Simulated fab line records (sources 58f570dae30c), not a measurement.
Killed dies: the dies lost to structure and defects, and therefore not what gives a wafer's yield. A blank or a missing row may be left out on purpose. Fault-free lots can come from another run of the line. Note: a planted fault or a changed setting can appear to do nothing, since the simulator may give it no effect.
Comparing a struck lot with a sound one	flow berkeley cmos170	18 steps out of a route of 331
Sound: the wafers L839.2, L839.3, L839.5. Struck: wafers L854.2, L854.4, L854.5. The cause is named last.
Order at every step that has rows: each side's tool, ch and its chambers, its first start. Under that, the readings that differ: sound wafers	struck wafers	difference of the means	sigmas: that difference in standard deviations of wafers without a fault.
alike: words and numbers the same on both sides, and readings whose means are apart by under 2 such deviations; not compared: readings that were withheld, readings missing a value for some wafer, numbers with overlapping values and no deviation given by the record, and bounds like >300 which may hide the same value.
Wherever a step has rows on one side only, a row that says differs or no value, or a row with sigmas, the two part there. Non-overlapping numbers with no deviation appear without sigmas and do not part them. Lack of a reading on every wafer of one side parts them only where that side has two or more wafers.

first, 2 steps without rows for these wafers: UCB170_SACOX_CLEAN_00 (cleans in dHF, time 7.5 s); UCB170_SACOX_OXIDATION_01 (target thk 14.4 nm, ox time 2400 s).
UCB170_SACOX_THK_MEAS_02:
  sound on film metro-02 at day 6 14:59; struck on film metro-03 at day 10 01:07
  alike: SACOX_OXIDE_THK
then, 2 steps without rows for these wafers: UCB170_SCREENOX_WET_ETCH_00 (etches SiO2 in dHF, time 200 s); UCB170_SCREENOX_OXIDATION_01 (target thk 14.4 nm, ox time 2400 s).
UCB170_SCREENOX_THK_MEAS_02:
  sound on film metro-02 at day 6 19:24; struck on film metro-02 at day 10 03:01
  alike: SCREENOX_OXIDE_THK
then, 6 steps without rows for these wafers: UCB170_SCREENOX_ANNEAL_03 (time 900 s); UCB170_NVT_HMDS_00 (prime time 60 s); UCB170_NVT_COAT_01 (resist thk 900 nm); UCB170_NVT_SOFTBAKE_02 (time 60 s); UCB170_NVT_EXPOSE_03 (exposes mask PWELL, target cd 3000 nm); UCB170_NVT_PEB_04.
UCB170_NVT_DEVELOP_05: develop time 45 s.
  sound on litho track-03 ch 0, day 7 02:00; struck on litho track-01 ch 0, day 10 07:00
UCB170_NVT_OVL_MEAS_06:
  sound on overlay-02 at day 7 02:59; struck on overlay-02 at day 10 07:16
reading	sound	struck	difference	sigmas
NVT_OVL (nm)	9 7 7	-2 -6 -8	-13	-2
following that, these wafers have no rows for 1 step: UCB170_NVT_IMPLANT_07.
UCB170_NVT_STRIP_08: strips in O2.
  sound on plasma asher-02 ch 0,1, day 7 03:10; struck on plasma asher-01 ch 1, day 10 07:26
reading	sound	struck	difference	sigmas
strip time to endpoint s (s)	21.50 21.51 21.56	21.68 21.65 21.67	+0.14	+2
  alike: chamber pressure mTorr, drypump motor current A, oes product au
  not compared: rf hours counter h
UCB170_NVT_TW_MEAS_09:
  sound on film metro-03 at day 7 03:17; struck on film metro-01 at day 10 07:33
reading	sound	struck	difference	sigmas
NVT_TW	527.4 522.6 528.7	29.8 30.0 29.9	-496.3	-99 or more
then, 1 step without rows for these wafers: UCB170_NVT_CLEAN_10 (cleans in SPM, time 600 s).

== WHERE THEY PART ==
Earliest at UCB170_NVT_OVL_MEAS_06; latest, in this record, at UCB170_NVT_TW_MEAS_09.

WHY: what had been put in by the simulator
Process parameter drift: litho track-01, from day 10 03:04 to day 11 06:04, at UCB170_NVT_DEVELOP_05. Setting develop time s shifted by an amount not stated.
